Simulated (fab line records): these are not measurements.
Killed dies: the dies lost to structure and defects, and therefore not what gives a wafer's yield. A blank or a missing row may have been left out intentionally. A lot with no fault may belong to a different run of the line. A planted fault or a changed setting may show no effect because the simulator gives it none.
Which tool did it? / flow berkeley-cmos170 / 14 lots, 42 wafers sampled, at 2 steps of a route of 331

== WHAT EACH GAUGE READ, for each wafer ==
UCB170_M2_CD_MEAS_15 targets a cd of 700 nm.
lot=L261; measured=day 7 05:34; on=cd-sem-02; cd-nm (nm)=699.3 698.8 700.1
lot=L260; measured=day 7 06:50; on=cd-sem-02; cd-nm (nm)=697.7 696.0 697.2
lot=L263; measured=day 8 02:31; on=cd-sem-02; cd-nm (nm)=701.1 701.6 700.6
lot=L265; measured=day 8 07:44; on=cd-sem-02; cd-nm (nm)=701.7 701.6 702.7
lot=L270; measured=day 9 09:17; on=cd-sem-02; cd-nm (nm)=702.1 701.3 702.6
lot=L269; measured=day 9 09:55; on=cd-sem-01; cd-nm (nm)=700.5 698.8 699.5
lot=L272; measured=day 9 10:01; on=cd-sem-02; cd-nm (nm)=697.8 698.4 699.4
lot=L268; measured=day 9 10:15; on=cd-sem-02; cd-nm (nm)=700.3 701.5 700.8
lot=L276; measured=day 10 10:25; on=cd-sem-02; cd-nm (nm)=699.7 699.2 700.1
lot=L275; measured=day 10 10:33; on=cd-sem-01; cd-nm (nm)=697.4 697.8 698.2
lot=L277; measured=day 10 10:42; on=cd-sem-02; cd-nm (nm)=698.5 700.4 700.1
lot=L279; measured=day 11 03:26; on=cd-sem-01; cd-nm (nm)=691.3 692.2 693.2
lot=L280; measured=day 11 09:40; on=cd-sem-02; cd-nm (nm)=692.7 691.8 691.1
lot=L283; measured=day 12 05:56; on=cd-sem-02; cd-nm (nm)=699.3 699.7 699.0

== EACH LOT AND THE TOOL THAT RAN IT (in order: tool; ch and the chambers of the sampled wafers; start) ==
lot=L261; UCB170_M2_PEB_13=litho-track-04 ch 0, day 7 05:17
lot=L260; UCB170_M2_PEB_13=litho-track-04 ch 0, day 7 06:34
lot=L263; UCB170_M2_PEB_13=litho-track-01 ch 0, day 8 02:14
lot=L265; UCB170_M2_PEB_13=litho-track-01 ch 0, day 8 07:27
lot=L270; UCB170_M2_PEB_13=litho-track-02 ch 0, day 9 09:02
lot=L269; UCB170_M2_PEB_13=litho-track-04 ch 0, day 9 09:39
lot=L272; UCB170_M2_PEB_13=litho-track-02 ch 0, day 9 09:42
lot=L268; UCB170_M2_PEB_13=litho-track-02 ch 0, day 9 09:59
lot=L276; UCB170_M2_PEB_13=litho-track-01 ch 0, day 10 10:09
lot=L275; UCB170_M2_PEB_13=litho-track-02 ch 0, day 10 10:17
lot=L277; UCB170_M2_PEB_13=litho-track-04 ch 0, day 10 10:25
lot=L279; UCB170_M2_PEB_13=litho-track-02 ch 0, day 11 03:10
lot=L280; UCB170_M2_PEB_13=litho-track-02 ch 0, day 11 09:24
lot=L283; UCB170_M2_PEB_13=litho-track-04 ch 0, day 12 05:40
- UCB170_M2_PEB_13

== AS READ BY THE TOOLS THEMSELVES (means over the sampled wafers that have a number; for cases with no such wafer, the mark the record gives instead) ==
UCB170_M2_PEB_13.
lot=L261; tool=litho-track-04; chill-plate-temp-C (C)=23.02
lot=L260; tool=litho-track-04; chill-plate-temp-C (C)=23.06
lot=L263; tool=litho-track-01; chill-plate-temp-C (C)=23.01
lot=L265; tool=litho-track-01; chill-plate-temp-C (C)=22.86
lot=L270; tool=litho-track-02; chill-plate-temp-C (C)=23.18
lot=L269; tool=litho-track-04; chill-plate-temp-C (C)=22.87
lot=L272; tool=litho-track-02; chill-plate-temp-C (C)=22.95
lot=L268; tool=litho-track-02; chill-plate-temp-C (C)=22.90
lot=L276; tool=litho-track-01; chill-plate-temp-C (C)=22.94
lot=L275; tool=litho-track-02; chill-plate-temp-C (C)=23.06
lot=L277; tool=litho-track-04; chill-plate-temp-C (C)=22.98
lot=L279; tool=litho-track-02; chill-plate-temp-C (C)=22.99
lot=L280; tool=litho-track-02; chill-plate-temp-C (C)=22.98
lot=L283; tool=litho-track-04; chill-plate-temp-C (C)=22.87

== THE ANSWER, worked out from the rows above alone ==
Rule: the usual values come from the lots themselves. The widest of any qualifying gaps counts: lots, ordered by their means at a reading, are off when they make up no more than a third of the lots, leave a main group of 4 or more, and stand apart from it by 3 or more times the standard deviation of that group's means. The tables above print the reading to a certain number of digits; a main group whose means all agree to those digits is not used. A lot without any number at a reading at which 4 lots or more have one is off too. Where the step has rows for the other lots, those lots are counted as sound. Order of review: gauges by route order, followed by the tools' own readings, for which a lot's mean as printed above is used. The first step at which some lot is off is used, and at that step the reading that is off furthest; a lot without a number counts as furthest.
Off at UCB170_M2_CD_MEAS_15 (cd-nm): L279, L280. For the main group the mean is 699.7 nm and the standard deviation 1.5.
A tool fits if, at a process step before that reading, it ran every lot that is off, and no sound lot after the first of them. Gauges at UCB170_M2_CD_MEAS_15: tried the same way as those tools. One fits: litho-track-02 at UCB170_M2_PEB_13. Its last sound lot is L275 (day 10 10:17), its first lot that is off L279 (day 11 03:10): a fault that began between those two fits.

== WHAT THE SIMULATOR PUT IN ==
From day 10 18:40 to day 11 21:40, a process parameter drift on litho-track-02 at UCB170_M2_PEB_13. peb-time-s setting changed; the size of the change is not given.
Struck lots among those shown: L279, L280. This agrees with what the rule above found.
